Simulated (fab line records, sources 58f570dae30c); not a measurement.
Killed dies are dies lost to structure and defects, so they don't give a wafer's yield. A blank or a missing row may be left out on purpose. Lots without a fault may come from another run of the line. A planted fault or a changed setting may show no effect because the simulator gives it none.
A struck lot beside a sound one | flow berkeley_cmos170 | 14 steps out of a route of 331
Sound: wafers L273.1, L273.2, L273.5. Struck: wafers L278.1, L278.2, L278.6. The cause comes at the end.
At each step with rows: each side's tool, then ch and its chambers, then its first start. Under that, the readings that differ: sound wafers | struck wafers | difference of the means | sigmas: that difference in standard deviations of wafers without a fault.
alike: readings whose means differ by less than 2 such deviations, and words and numbers that are the same on both sides. not compared: withheld readings, readings that some wafer has no value for, bounds like >300 that may hide the same value, and numbers for which the record gives no deviation and whose values overlap.
The two part at a step that has a row with sigmas, a row that says differs or no value, or rows on one side only. Numbers that don't overlap but have no deviation are shown without sigmas and don't part them. A reading that every wafer of one side lacks parts them only if that side has two wafers or more.

first, 5 steps without rows for these wafers: UCB170_NLDD_COAT_01 (resist thk 900 nm); UCB170_NLDD_SOFTBAKE_02 (time 60 s); UCB170_NLDD_EXPOSE_03 (exposes mask NSELECT, target cd 1200 nm); UCB170_NLDD_PEB_04; UCB170_NLDD_DEVELOP_05 (develop time 45 s).
UCB170_NLDD_CD_MEAS_06: target cd 1200 nm.
  sound on cd_sem-01, day 8 01:47; struck on cd_sem-02, day 9 06:12
  reading    | sound                | struck               | difference | sigmas
  cd_nm (nm) | 1201.0 1200.2 1200.6 | 1197.5 1196.5 1198.8 | -3.0       | -2
UCB170_NLDD_OVL_MEAS_07:
  sound on overlay-01, day 8 01:55; struck on overlay-01, day 9 06:19
  alike: NLDD_OVL
then, 2 steps without rows for these wafers: UCB170_NLDD_IMPLANT_08; UCB170_NLDD_IMPLANT_09.
UCB170_NLDD_STRIP_10: strips in O2.
  sound on plasma_asher-02 ch 0,1, day 8 02:15; struck on plasma_asher-01 ch 0,1, day 9 06:40
  alike: chamber_pressure_mTorr, drypump_motor_current_A, oes_product_au, strip_time_to_endpoint_s
  not compared: rf_hours_counter_h
UCB170_NLDD_TW_MEAS_11:
  sound on film_metro-02, day 8 02:21; struck on film_metro-01, day 9 06:46
  reading | sound          | struck         | difference | sigmas
  NLDD_TW | 2197 2184 2182 | 2241 2224 2231 | +44        | +3
then, 1 step without rows for these wafers: UCB170_NLDD_CLEAN_12 (cleans in SPM, time 600 s).
UCB170_SPACER_CVD_00: deposits SiO2 from TEOS/O2, target thk 376 nm, time 47 s.
  sound on pecvd-02 ch 0,1,2, day 8 02:41; struck on pecvd-01 ch 1,2, day 9 06:59
  no value came back on the struck wafers for heater_power_w (W), pressure_mtorr (mTorr); on the sound wafers heater_power_w (W) reads 276 279 217
then, 1 step without rows for these wafers: UCB170_SPACER_ANNEAL_02 (time 1800 s).

WHERE THEY PART
First at UCB170_NLDD_CD_MEAS_06; last, within this record, at UCB170_SPACER_CVD_00.

WHY: what the simulator had put in
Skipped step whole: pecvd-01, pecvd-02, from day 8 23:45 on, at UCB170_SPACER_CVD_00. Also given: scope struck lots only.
